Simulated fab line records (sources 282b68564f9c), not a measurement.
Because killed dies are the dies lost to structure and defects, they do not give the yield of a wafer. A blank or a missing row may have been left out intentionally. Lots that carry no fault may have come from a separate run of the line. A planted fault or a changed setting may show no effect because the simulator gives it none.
A lot that was struck, set against a sound lot -- flow ritCmos -- 18 out of 202 route steps
Sound: the wafers L246.1, L246.2, L246.6. The struck wafers were L250.1, L250.3, L250.4. The cause is given at the end.
At each step with rows: each side's tool, then ch and its chambers, then its first start. Under that, the readings that differ: sound wafers -- struck wafers -- difference of the means -- sigmas: that difference in standard deviations of wafers without a fault.
alike: a reading whose means differ by less than 2 such deviations, as well as words and numbers matching on both sides. not compared: withheld readings; readings where some wafer has no value; bounds like >300 that might hide an equal value; numbers whose values overlap and for which the record gives no deviation.
The two part at a step that has a row with sigmas, a row that says differs or no value, or rows on one side only. When numbers do not overlap yet have no deviation, they are printed without sigmas and do not part them. Lack of a reading on every wafer of one side parts them only where that side has two or more wafers.

first, 5 steps without rows for these wafers: RIT_NSD_COAT_01 (resist thk 1000 nm); RIT_NSD_SOFTBAKE_02 (time 60 s); RIT_NSD_EXPOSE_03 (exposes mask M9, target cd 40700 nm); RIT_NSD_PEB_04; RIT_NSD_DEVELOP_05 (develop time 50 s).
RIT_NSD_OVL_MEAS_06:
  sound on overlay-01 at day 5 17:01; struck on overlay-01 at day 6 08:03
reading,sound,struck,difference,sigmas
NSD_OVL (nm),4.0 2.0 2.2,-2.1 -1.2 -1.1,-4.2,-3
then, 2 steps without rows for these wafers: RIT_NSD_HARDBAKE_07 (time 60 s); RIT_NSD_IMPLANT_08.
RIT_NSD_STRIP_09: strips in O2, time 180 s.
  sound on plasmaAsher-03 ch 0,1, day 5 17:21; struck on plasmaAsher-03 ch 0,1, day 6 08:23
  alike: drypumpMotorCurrentA
  not compared: rfHoursCounterH
RIT_NSD_TW_MEAS_10:
  sound on filmMetro-04 at day 5 17:32; struck on filmMetro-02 at day 6 08:34
  alike: NSD_TW
then, 2 steps without rows for these wafers: RIT_PSD_HMDS_00 (prime time 60 s); RIT_PSD_COAT_01 (resist thk 1000 nm).
RIT_PSD_SOFTBAKE_02: time 60 s.
  sound on lithoTrack-01 ch 0, day 5 17:53; struck on lithoTrack-01 ch 0, day 6 08:55
reading,sound,struck,difference,sigmas
heaterPowerTotalW (W),34.65 34.53 34.50,35.69 35.72 35.66,+1.13,+23
plateTempC (C),89.71 89.84 89.85,92.39 92.35 92.13,+2.49,+18
model.NOVOLAK_of_PSD_COAT_01.thkNm (nm),1006 1004 1008,996.5 995.7 994.1,-10.6,
then, 2 steps without rows for these wafers: RIT_PSD_EXPOSE_03 (exposes mask M10, target cd 40900 nm); RIT_PSD_PEB_04.
RIT_PSD_DEVELOP_05: develop time 50 s.
  sound: lithoTrack-01 ch 0; struck: lithoTrack-04 ch 0
reading,sound,struck,difference,sigmas
model.NOVOLAK_of_PSD_COAT_01.thkNm (nm),1006 1004 1007,996.2 995.4 993.8,-10.5,
  alike: developerTempC
RIT_PSD_OVL_MEAS_06:
  sound on overlay-01 at day 5 18:34; struck on overlay-01 at day 6 09:28
  alike: PSD_OVL
RIT_M1_PROBE_99:
  sound on prober-01 at day 6 03:00; struck on prober-01 at day 6 18:05
reading,sound,struck,difference,sigmas
killedAtFrontEnd,9 5 7,20 20 15,+11,+3
killedDies,9 6 7,20 20 15,+11,+3
killedOpen,4 3 2,14 10 7,+7,+4
  alike: killedAtContacts, killedShort

WHERE THEY PART
At RIT_NSD_OVL_MEAS_06 first; at RIT_M1_PROBE_99 last (within this record only).

WHY: the cause the simulator had injected
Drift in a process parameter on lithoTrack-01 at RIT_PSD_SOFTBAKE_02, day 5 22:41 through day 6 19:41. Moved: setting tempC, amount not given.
